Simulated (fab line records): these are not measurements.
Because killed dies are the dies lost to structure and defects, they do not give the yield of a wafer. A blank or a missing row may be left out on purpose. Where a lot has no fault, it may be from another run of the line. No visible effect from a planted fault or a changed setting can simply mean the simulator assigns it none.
fab line records | flow rit-cmos
[record] lots = 6 | wafers = 18 | last-day = 6
route steps=202 shown GATE@86 REOX@98 M1@202
lots that met no fault: from a run of the same line without faults
start-h: hours from the record's first day to the start of the lot's first wafer shown | wait-h: how many hours have passed since the lot's step before this one | " unchanged from the row above | L1.1+2: one row covering several wafers at once | - no value, or no start was given | * or withheld: withheld | < > ~ a bound
route shown NAME@n: NAME is a module with steps in the file, n the number in the route of the first one | usual: mean/standard deviation taken from wafers without a fault | same: alike in all rows | chamber/n: place in a boat | sites: each site's reading | _std_site: standard deviation across them | _edge_site: inner sites' mean taken away from outer sites' mean | radius-mm: how far each site lies from the wafer's centre | mask NAME#n: copy n | behind: the most recent tool/chamber to have shaped the wafer | hold: why the lot was held/for how many hours/how that ended | device: transistor that didn't switch, given as n, p or np | end of line: the route-end tests of the same wafers | step lacking rows: just its recipe | killed: at the first sort, the dies lost to defects and structure; wafer yield is something else | map: per-die view of a wafer (x killed, . not killed, _ where there is no die)
set.NAME: the run value of the setting; set.NAME@STEP: its run value at that earlier step | model.NAME: the simulator's own value behind a step, which no gauge read
lots at selected steps of the route; one table per step, one row per wafer
services: the hour from which a tool's chamber was out of use, counted from the record's first day as start-h (under 0 if before that day), plus the number of hours and why
[[steps]]
[step RIT_GATE_HMDS_10]
[recipe] prime-time-s = 60 | prime-temp-c = 140
[step RIT_GATE_COAT_11]
[recipe] resist = NOVOLAK | spin-rpm = 4250 | resist-thk-nm = 850
[step RIT_GATE_SOFTBAKE_12]
[recipe] resist = NOVOLAK | temp-c = 90 | time-s = 60
[step RIT_GATE_EXPOSE_13]
[recipe] mask-id = M6 | na = 0.6 | source-shape = conventional | sigma-outer = 0.6 | target-cd-nm = 150 | dose-mj = 371.2
[step RIT_GATE_PEB_14]
[recipe] resist = NOVOLAK | temp-c = withheld | time-s = withheld
[step RIT_GATE_DEVELOP_15]
[recipe] resist = NOVOLAK | develop-time-s = 50 | dev-temp-c = 23
[step RIT_GATE_CD_MEAS_16]
[recipe] target-cd-nm = 150
[usual] cd-nm = 148.2/2.2
lot.wafer | tool      | chamber | start-h | wait-h | cd-nm
L627.2    | cd-sem-01 | -       | 53.33   | -      | 151.8
L627.3    | "         | -       | "       | "      | 150.4
L627.5    | "         | -       | "       | "      | 147.5
L629.3    | cd-sem-02 | -       | 65.33   | -      | 149.9
L629.4    | "         | -       | "       | "      | 148.4
L629.6    | "         | -       | "       | "      | 149.0
L630.2    | cd-sem-01 | -       | 67.00   | -      | 147.0
L630.4    | "         | -       | "       | "      | 147.9
L630.6    | "         | -       | "       | "      | 149.3
L631.1    | cd-sem-01 | -       | 72.71   | -      | 152.3
L631.3    | "         | -       | "       | "      | 148.4
L631.4    | "         | -       | "       | "      | 150.0
L638.1    | cd-sem-01 | -       | 107.83  | -      | 148.2
L638.2    | "         | -       | "       | "      | 149.4
L638.5    | "         | -       | "       | "      | 147.3
L641.1    | cd-sem-02 | -       | 120.55  | -      | 146.9
L641.2    | "         | -       | "       | "      | 145.9
L641.6    | "         | -       | "       | "      | 147.9
[step RIT_GATE_OVL_MEAS_17]
[usual] GATE_OVL = 0.2/1.6
lot.wafer | tool       | chamber | start-h | wait-h | GATE_OVL[nm]
L627.2    | overlay-02 | -       | 53.43   | 0.1    | -0.5
L627.3    | "          | -       | "       | "      | 1.4
L627.5    | "          | -       | "       | "      | 1.2
L629.3    | overlay-01 | -       | 65.42   | 0.1    | 1.4
L629.4    | "          | -       | "       | "      | 2.6
L629.6    | "          | -       | "       | "      | 2.2
L630.2    | overlay-01 | -       | 67.11   | 0.1    | 1.3
L630.4    | "          | -       | "       | "      | 1.7
L630.6    | "          | -       | "       | "      | 0.3
L631.1    | overlay-01 | -       | 72.83   | 0.1    | -0.6
L631.3    | "          | -       | "       | "      | 1.0
L631.4    | "          | -       | "       | "      | -1.4
L638.1    | overlay-02 | -       | 107.95  | 0.1    | 1.3
L638.2    | "          | -       | "       | "      | 0.7
L638.5    | "          | -       | "       | "      | 0.0
L641.1    | overlay-01 | -       | 120.67  | 0.1    | 1.6
L641.2    | "          | -       | "       | "      | 3.6
L641.6    | "          | -       | "       | "      | 0.8
[step RIT_GATE_HARDBAKE_18]
[recipe] resist = NOVOLAK | temp-c = 140 | time-s = 60
[step RIT_GATE_ETCH_19]
[recipe] chemistry = SF6/CHF3/O2 | time-s = 165 | SF6_flow_sccm = 30 | CHF3_flow_sccm = 30 | O2_flow_sccm = 5 | target = poly-Si | pressure-mtorr = 40 | rf-w = 160 | target-depth-a = 3125 | over-etch-frac = 0.25 | stop-on = SiO2
[usual] drypump-motor-current-A = 5.4/0.37 | oes-product-au = 0.850/0.011 | throttle-valve-pct = 10.33/0.13
lot.wafer | tool      | chamber | start-h | wait-h | drypump-motor-current-A | oes-product-au | rf-hours-counter-h | throttle-valve-pct
L627.2    | rie-si-01 | 3       | 53.61   | 0.1    | 5.1                     | 0.833          | 29                 | 10.43
L627.3    | "         | 2       | "       | "      | 5.2                     | 0.862          | 2                  | 10.28
L627.5    | "         | 1       | "       | "      | 5.1                     | 0.851          | -                  | 10.46
L629.3    | rie-si-01 | 3       | 65.59   | 0.1    | 5.1                     | 0.847          | 29                 | 10.44
L629.4    | "         | 2       | "       | "      | 5.2                     | 0.880          | -                  | 10.27
L629.6    | "         | 3       | "       | "      | 5.1                     | 0.853          | -                  | 10.43
L630.2    | rie-si-02 | 2       | 67.29   | 0.1    | 5.6                     | 0.837          | 9                  | 10.25
L630.4    | "         | 0       | "       | "      | 5.9                     | 0.848          | 2                  | 10.42
L630.6    | "         | 3       | "       | "      | 5.8                     | 0.861          | -                  | 10.39
L631.1    | rie-si-01 | 1       | 73.01   | 0.1    | 5.0                     | 0.852          | 111                | 10.47
L631.3    | "         | 3       | "       | "      | 5.1                     | 0.850          | 29                 | 10.43
L631.4    | "         | 2       | "       | "      | 5.2                     | 0.871          | 3                  | 10.27
L638.1    | rie-si-02 | 1       | 108.14  | 0.1    | 4.8                     | 0.853          | 59                 | 10.35
L638.2    | "         | 0       | "       | "      | 5.9                     | 0.849          | 2                  | 10.42
L638.5    | "         | 1       | "       | "      | 4.8                     | 0.851          | -                  | 10.35
L641.1    | rie-si-01 | 3       | 120.86  | 0.1    | 5.1                     | 0.828          | 30                 | 10.43
L641.2    | "         | 1       | "       | "      | 5.0                     | 0.849          | 112                | 10.47
L641.6    | "         | 3       | "       | "      | 5.1                     | 0.840          | -                  | 10.43
[step RIT_GATE_STRIP_20]
[recipe] chemistry = O2 | time-s = 180 | resist = NOVOLAK | platen-temp-c = withheld | power-w = 500 | pressure-mtorr = 4000 | o2-flow-sccm = 4000
[usual] drypump-motor-current-A = 5.4/0.44
lot.wafer | tool            | chamber | start-h | wait-h | drypump-motor-current-A | rf-hours-counter-h
L627.2    | plasma-asher-02 | 0       | 53.72   | 0.1    | 5.3                     | 41
L627.3    | "               | 1       | "       | "      | 5.7                     | -
L627.5    | "               | 1       | "       | "      | 5.7                     | -
L629.3    | plasma-asher-01 | 1       | 65.76   | 0.1    | 5.9                     | -
L629.4    | "               | 0       | "       | "      | 4.8                     | -
L629.6    | "               | 1       | "       | "      | 5.9                     | -
L630.2    | plasma-asher-01 | 1       | 67.39   | 0.1    | 5.9                     | 28
L630.4    | "               | 1       | "       | "      | 5.9                     | -
L630.6    | "               | 0       | "       | "      | 4.8                     | -
L631.1    | plasma-asher-02 | 1       | 73.12   | 0.1    | 5.7                     | 44
L631.3    | "               | 0       | "       | "      | 5.3                     | -
L631.4    | "               | 1       | "       | "      | 5.7                     | -
L638.1    | plasma-asher-03 | 1       | 108.25  | 0.1    | 5.7                     | 48
L638.2    | "               | 0       | "       | "      | 4.8                     | 48
L638.5    | "               | 0       | "       | "      | 4.8                     | -
L641.1    | plasma-asher-02 | 0       | 120.97  | 0.1    | 5.3                     | 49
L641.2    | "               | 1       | "       | "      | 5.7                     | 49
L641.6    | "               | 0       | "       | "      | 5.3                     | -
[step RIT_GATE_CD_MEAS_90]
[recipe] target-cd-nm = 150
[usual] cd-nm = 148.2/2.2
lot.wafer | tool      | chamber | start-h | wait-h | cd-nm
L627.2    | cd-sem-01 | -       | 53.91   | 0.1    | 151.7
L627.3    | "         | -       | "       | "      | 150.6
L627.5    | "         | -       | "       | "      | 147.3
L629.3    | cd-sem-01 | -       | 65.91   | 0.1    | 149.3
L629.4    | "         | -       | "       | "      | 148.7
L629.6    | "         | -       | "       | "      | 149.0
L630.2    | cd-sem-01 | -       | 67.59   | 0.1    | 146.7
L630.4    | "         | -       | "       | "      | 148.4
L630.6    | "         | -       | "       | "      | 148.9
L631.1    | cd-sem-01 | -       | 73.30   | 0.1    | 152.5
L631.3    | "         | -       | "       | "      | 147.8
L631.4    | "         | -       | "       | "      | 150.0
L638.1    | cd-sem-01 | -       | 108.42  | 0.1    | 148.6
L638.2    | "         | -       | "       | "      | 148.9
L638.5    | "         | -       | "       | "      | 147.5
L641.1    | cd-sem-02 | -       | 121.14  | 0.1    | 146.5
L641.2    | "         | -       | "       | "      | 146.1
L641.6    | "         | -       | "       | "      | 147.4
[step RIT_REOX_CLEAN_00]
[recipe] chemistry = SC1 | mix = 3:3:50 | time-s = 600 | temp-c = 75
[usual] bath-guard-temp-C = 75.0/0.6 | bath-heat-duty-pct = 17.0/1.7 | temp-c = 74.99/0.12
lot.wafer | tool         | chamber | start-h | wait-h | bath-guard-temp-C | bath-heat-duty-pct | temp-c
L627.2    | wet-bench-02 | 0       | 54.01   | 0.1    | 75.9              | 15.8               | 75.07
L627.3    | "            | 0       | "       | "      | 75.7              | 16.4               | 75.09
L627.5    | "            | 0       | "       | "      | 75.6              | 17.2               | 74.99
L629.3    | wet-bench-04 | 3       | 65.99   | 0.1    | 74.4              | 18.5               | 75.01
L629.4    | "            | 3       | "       | "      | 74.5              | 18.0               | 74.73
L629.6    | "            | 3       | "       | "      | 74.7              | 17.2               | 74.80
L630.2    | wet-bench-01 | 2       | 67.69   | 0.1    | 74.0              | 19.1               | 74.92
L630.4    | "            | 2       | "       | "      | 74.0              | 18.9               | 74.89
L630.6    | "            | 2       | "       | "      | 73.7              | 19.1               | 75.00
L631.1    | wet-bench-04 | 1       | 73.42   | 0.1    | 75.1              | 15.5               | 75.10
L631.3    | "            | 1       | "       | "      | 75.7              | 14.7               | 74.99
L631.4    | "            | 1       | "       | "      | 75.4              | 14.7               | 75.04
L638.1    | wet-bench-02 | 0       | 108.54  | 0.1    | 78.3              | 19.2               | 77.71
L638.2    | "            | 0       | "       | "      | 78.3              | 18.7               | 77.79
L638.5    | "            | 0       | "       | "      | 78.6              | 18.7               | 77.84
L641.1    | wet-bench-02 | 1       | 121.26  | 0.1    | 78.2              | 20.2               | 77.95
L641.2    | "            | 1       | "       | "      | 77.9              | 19.7               | 77.72
L641.6    | "            | 1       | "       | "      | 78.2              | 20.6               | 77.72
[step RIT_REOX_CLEAN_01]
[recipe] chemistry = dHF | dilution = 50:1 | time-s = 30
[step RIT_M1_PROBE_99]
[usual] killed-at-contacts = 0.1/0.31 | killed-at-front-end = 7/3.2 | killed-dies = 7/3.2 | killed-open = 3.6/2.1 | killed-short = 3.5/2.1
[same] gross-dies = 264 | killed_at_M0_to_M3 = 0 | killed_at_M4_up = 0 | killed-at-back-side = 0 | killed-at-other = 0
lot.wafer | tool      | chamber | start-h | wait-h | killed-at-contacts | killed-at-front-end | killed-dies | killed-open | killed-short
L638.1    | prober-02 | -       | 129.70  | 0.1    | 0                  | 7                   | 7           | 4           | 3
L638.2    | prober-02 | -       | 129.75  | 0.1    | 0                  | 7                   | 7           | 4           | 3
L638.5    | prober-02 | -       | 129.90  | 0.2    | 0                  | 5                   | 5           | 3           | 2
// killed by level:class
L638.1 REOX:geometric-particle:open=3 REOX:geometric-particle:short=2 GATE:geometric-particle:short=1 SILICIDE:geometric-particle:open=1
L638.2 GATE:geometric-particle:open=3 SILICIDE:geometric-particle:short=2 FOX2:geometric-particle:open=1 FOX2:geometric-particle:short=1
L638.5 GATE:geometric-particle:open=2 GATE:geometric-particle:short=1 REOX:geometric-particle:short=1 SILICIDE:geometric-particle:open=1
[[services]]
tool            | chamber | start-h | hours | kind
rie-si-01       | 0       | 41.81   | 8.4   | repair
rie-si-01       | 0       | 63.58   | 2.6   | repair
plasma-asher-01 | -       | 70.32   | 15.6  | pm
rie-si-01       | 3       | 78.38   | 6.7   | repair
rie-si-01       | 2       | 81.12   | 6.3   | repair
rie-si-02       | 2       | 86.43   | 5.5   | repair
wet-bench-04    | -       | 114.28  | 4.6   | repair
[[key]]
[first-sign] step = RIT_REOX_CLEAN_00 | reading = temp-c | direction = up | sigmas = 23 | usual = * | struck = *
[effect] step = RIT_REOX_CLEAN_00 | reading = bath-guard-temp-C | direction = up | sigmas = 5.4 | usual = * | struck = *
met-at RIT_REOX_CLEAN_00
struck-wafers L638.1,L638.2,L638.5,L641.1,L641.2,L641.6
tester-left-out L638,L641
onset-between 54.01 108.54
[fault] kind = process-parameter-drift | tool = wet-bench-02 | chamber = - | onset-h = 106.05 | steps = RIT_REOX_CLEAN_00 | channel = temp-c | offset = * | shape = step | end-h = 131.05 | acts-in = * | stated = *
// tester-left-out: of these lots the tester's yield and bins aren't shown, on N5 and GAA mostly nor the transistor test; their killed dies are dies lost to structure and defects alone, not to doping, threshold or leakage, so they don't give the yield
